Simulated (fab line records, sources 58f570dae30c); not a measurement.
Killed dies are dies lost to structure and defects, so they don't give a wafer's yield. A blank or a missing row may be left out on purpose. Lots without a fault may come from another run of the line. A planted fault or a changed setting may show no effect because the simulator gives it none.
Split-lot experiment | flow berkeley_cmos170 | 5 lots, 23 wafers read, on a route of 331 steps

THE SPLIT
At UCB170_V2_EXPOSE_09 (exposes mask VIA2, target cd 700 nm), the setting dose_mj was moved away from the recipe's 37 on 6 of the 23 wafers read, by -2.5% to +4.1%. The other wafers ran this setting at the recipe's value.

FROM THE SPLIT TO THE READING: what the file shows between them, 5 steps
- UCB170_V2_PEB_10
- UCB170_V2_DEVELOP_11: develop time 45 s
- UCB170_V2_CD_MEAS_12: target cd 700 nm
- UCB170_V2_ETCH_14: etches SiO2 in CHF3/CF4/Ar, stops on Al, target depth 1250 nm, time 291 s
- UCB170_V2_STRIP_15: strips in O2

THE READING
cd_nm, in nm, at UCB170_V2_CD_MEAS_90 (target cd 700 nm). Fault-free wafers of this fab line usually give 700.2 nm, standard deviation 1.4 nm.

wafer  | tool, chamber at the split | dose_mj as run | against the recipe | cd_nm, nm | against lot-mates on the recipe
L074.1 | krf_scanner-02, 0          | 37             | recipe             | 700.9     | -
L074.3 | krf_scanner-02, 0          | 37             | recipe             | 700.9     | -
L074.4 | krf_scanner-02, 0          | 37             | recipe             | 702.1     | -
L074.5 | krf_scanner-02, 0          | 37             | recipe             | 701.7     | -
L074.6 | krf_scanner-02, 0          | 37             | recipe             | 701.4     | -
L075.1 | krf_scanner-01, 0          | 36.07          | -2.5%              | 695.2     | -2.4
L075.3 | krf_scanner-01, 0          | 36.07          | -2.5%              | 693.4     | -4.2
L075.4 | krf_scanner-01, 0          | 37             | recipe             | 697.4     | -
L075.5 | krf_scanner-01, 0          | 37             | recipe             | 697.9     | -
L075.6 | krf_scanner-01, 0          | 36.07          | -2.5%              | 694.2     | -3.4
L076.2 | krf_scanner-02, 0          | 37             | recipe             | 701.6     | -
L076.5 | krf_scanner-02, 0          | 37             | recipe             | 701.0     | -
L076.6 | krf_scanner-02, 0          | 37             | recipe             | 701.2     | -
L079.1 | krf_scanner-01, 0          | 38.5           | +4.1%              | 705.9     | +5.1
L079.2 | krf_scanner-01, 0          | 37             | recipe             | 701.0     | -
L079.3 | krf_scanner-01, 0          | 37             | recipe             | 700.5     | -
L079.5 | krf_scanner-01, 0          | 38.5           | +4.1%              | 706.3     | +5.5
L079.6 | krf_scanner-01, 0          | 38.5           | +4.1%              | 707.0     | +6.2
L080.1 | krf_scanner-01, 0          | 37             | recipe             | 701.2     | -
L080.2 | krf_scanner-01, 0          | 37             | recipe             | 701.9     | -
L080.3 | krf_scanner-01, 0          | 37             | recipe             | 701.5     | -
L080.5 | krf_scanner-01, 0          | 37             | recipe             | 701.4     | -
L080.6 | krf_scanner-01, 0          | 37             | recipe             | 701.8     | -

THE FIT
A straight line over all 23 wafers: cd_nm changes by +1.75 nm for each +1% of dose_mj; r = +0.90; the points scatter about the line by 1.5 nm.
The same after taking each lot's own level away (the mean of its wafers on the recipe; 23 wafers): +1.38 nm for each +1%; r = +0.98; scatter 0.44 nm.
On that fit, the largest move of dose_mj shifts the reading by 5.6 nm.
The lots' own levels span 697.65 to 701.56 nm, that is 2.8 times the standard deviation above.
So the lot-to-lot level changes the slope: the two fits differ.
Check: with one of the wafers moved furthest among these (+4.1%) left out of the fit, the line predicts +5.77 nm for it against its lot-mates. It came out at +5.15 nm against them.

THE WHOLE CHAIN: every reading that the file lists as answering this split, in the file's order
step                 | what it does                                                              | reading                                                   | change (the file's fit)              | r (the file's)
UCB170_V2_CD_MEAS_12 | target cd 700 nm                                                          | cd_nm                                                     | +1.5 nm for each +1% of the setting  | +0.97
UCB170_V2_ETCH_14    | etches SiO2 in CHF3/CF4/Ar, stops on Al, target depth 1250 nm, time 291 s | V2.cd_nm (the simulator's own value, which no gauge read) | +1.42 nm for each +1% of the setting | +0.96
UCB170_V2_CD_MEAS_90 | target cd 700 nm                                                          | cd_nm                                                     | +1.39 nm for each +1% of the setting | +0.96

THE FILE'S OWN FIT
cd_nm changes by +1.39 nm for each +1% of dose_mj, r = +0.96.
